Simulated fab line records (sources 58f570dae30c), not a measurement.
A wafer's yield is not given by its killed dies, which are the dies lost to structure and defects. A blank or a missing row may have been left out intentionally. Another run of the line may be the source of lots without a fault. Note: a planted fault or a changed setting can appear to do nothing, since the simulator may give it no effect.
A struck lot beside a sound one || flow berkeley-cmos170 || 15 steps out of a route of 331
Sound: these wafers, L876.3, L876.4, L876.5. The struck wafers were L881.3, L881.4, L881.6. The cause is given at the end.
Order at every step that has rows: each side's tool, ch and its chambers, its first start. Under that, the readings that differ: sound wafers || struck wafers || difference of the means || sigmas: that difference in standard deviations of wafers without a fault.
alike: readings whose means differ by less than 2 such deviations, and words and numbers that are the same on both sides. not compared: withheld readings, readings that some wafer has no value for, bounds like >300 that may hide the same value, and numbers for which the record gives no deviation and whose values overlap.
The two part at a step that has a row with sigmas, a row that says differs or no value, or rows on one side only. Non-overlapping numbers with no deviation appear without sigmas and do not part them. A reading missing from all wafers of one side parts the sides only when that side holds two or more wafers.

UCB170_ACTIVE_THK_MEAS_03:
  struck on film-metro-04, day 8 15:01; sound on film-metro-02, day 7 15:43
  alike: ACTIVE_OXIDE_THK
then, 2 steps without rows for these wafers: UCB170_ACTIVE_ANNEAL_04 (time 900 s); UCB170_ACTIVE_CVD_05 (deposits Si3N4 from SiH2Cl2/NH3, target thk 220 nm, time 3300 s).
UCB170_ACTIVE_THK_MEAS_06:
  struck on film-metro-02, day 8 22:50; sound on film-metro-01, day 7 23:03
  alike: ACTIVE_NITRIDE_THK
then, 6 steps without rows for these wafers: UCB170_ACTIVE_HMDS_07 (prime time 60 s); UCB170_ACTIVE_COAT_08 (resist thk 900 nm); UCB170_ACTIVE_SOFTBAKE_09 (time 60 s); UCB170_ACTIVE_EXPOSE_10 (exposes mask ACTIVE, target cd 1200 nm); UCB170_ACTIVE_PEB_11; UCB170_ACTIVE_DEVELOP_12 (develop time 45 s).
UCB170_ACTIVE_CD_MEAS_13: the cd target is 1200 nm.
  struck on cd-sem-02, day 8 23:58; sound on cd-sem-01, day 8 00:38
  alike: cd-nm
UCB170_ACTIVE_OVL_MEAS_14:
  struck on overlay-01, day 9 00:04; sound on overlay-02, day 8 00:44
  alike: ACTIVE_OVL
UCB170_ACTIVE_ETCH_15: etches Si3N4 in CH3F/Ar/O2, stops on SiO2, target depth 242 nm, time 151 s.
  sound on rie-diel-02 ch 0,2,3, day 8 00:46; struck on rie-diel-03 ch 0,1, day 9 00:05
{"reading": "model.KrF_of_ACTIVE_COAT_08.thk-nm (nm)", "sound": "728.3 725.4 717.9", "struck": "624 624.7 630", "difference": -98, "sigmas": ""}
{"reading": "model.SiO2_of_ACTIVE_OXIDATION_02.thk-nm (nm)", "sound": "22.53 21.79 23.12", "struck": "0 0 0", "difference": -22, "sigmas": ""}
  alike: drypump-motor-current-A, oes-product-au, throttle-valve-pct
  not compared: rf-hours-counter-h
UCB170_ACTIVE_STRIP_16: strips in O2.
  sound on plasma-asher-04 ch 0,1, day 8 00:53; struck on plasma-asher-01 ch 0,1, day 9 00:13
{"reading": "strip-time-to-endpoint-s (s)", "sound": "18.17 18.10 17.93", "struck": "15.75 15.76 15.88", "difference": -2.27, "sigmas": -24}
  alike: drypump-motor-current-A, oes-product-au
  not compared: rf-hours-counter-h
UCB170_ACTIVE_CD_MEAS_90: the cd target is 1200 nm.
  struck on cd-sem-01, day 9 00:20; sound on cd-sem-02, day 8 01:00
  alike: cd-nm

WHERE THEY PART
Only at UCB170_ACTIVE_STRIP_16, as far as this record shows. Later steps at which nothing parts them and some readings are alike: UCB170_ACTIVE_CD_MEAS_90.

WHY: the cause the simulator had injected
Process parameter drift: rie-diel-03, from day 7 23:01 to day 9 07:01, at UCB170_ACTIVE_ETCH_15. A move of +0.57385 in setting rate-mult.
